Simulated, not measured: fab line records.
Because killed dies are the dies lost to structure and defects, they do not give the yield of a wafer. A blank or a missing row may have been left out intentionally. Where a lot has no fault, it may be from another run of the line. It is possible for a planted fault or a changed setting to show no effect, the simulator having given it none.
2 desks, one fault ; flow berkeley cmos170 ; each desk has only its own numbers; what lay behind them comes last

## FROM THE METROLOGY DESK
What the gauges read for every lot (on any tool): the sampled wafers with a number, averaged. A lot is out of limits, marked OUT, if its mean lies more than 4 standard deviations from the usual mean; the brackets give that distance.
Columns: A = M1_AL_RS at UCB170_M1_RS_MEAS_01, usual 0.0484 ohm/sq; B = M1_AL_THK at UCB170_M1_THK_MEAS_02, usual 593 nm; C = V1_OVL at UCB170_V1_OVL_MEAS_13, usual 1 nm
lot;first seen here;A;B;C
L698;day 8 03:31;0.0484;595;4
L699;day 8 13:08;0.0484;587;1
L700;day 8 15:51;0.0493;582;1
L702;day 9 00:45;0.0474;605;-3
L706;day 9 10:49;0.0480;597;1
L705;day 9 11:01;0.0482;595;2
L709;day 10 02:10;0.0478;605;6
L712;day 11 01:31;0.0489;582;-4
L713;day 11 03:06;0.0478;602;4
L714;day 11 13:19;0.0493;583;-5
L717;day 12 02:14;0.0497;583;4
L721;day 13 00:01;0.0482;593;3
L720;day 13 02:24;0.0486;593;9
Finding of this desk: none of the 13 lots has anything out of limits.

## TOOL OWNER'S DESK, pvd sputter-03
The tool's own readings at UCB170_M1_SPUTTER_00 (material Al, target thk 600 nm, time 80 s): means of the sampled wafers that have a number, for each lot that ran on this tool. A lot is out of limits, marked OUT, if its mean lies more than 4 standard deviations from the usual mean; the brackets give that distance.
Columns: A = throttle valve pct at UCB170_M1_SPUTTER_00, usual 30.2 %
lot;first seen here;A
L699;day 8 13:02;30.9
L700;day 8 15:47;30.6
L714;day 11 13:15;30.8
Finding of this desk: none of the 3 lots has anything out of limits.

## ALL TOGETHER
From the metrology desk's view, nothing was out of limits.
Nothing out of limits was seen by the tool owner's desk.

## WHAT HAD BEEN PUT IN BY THE SIMULATOR
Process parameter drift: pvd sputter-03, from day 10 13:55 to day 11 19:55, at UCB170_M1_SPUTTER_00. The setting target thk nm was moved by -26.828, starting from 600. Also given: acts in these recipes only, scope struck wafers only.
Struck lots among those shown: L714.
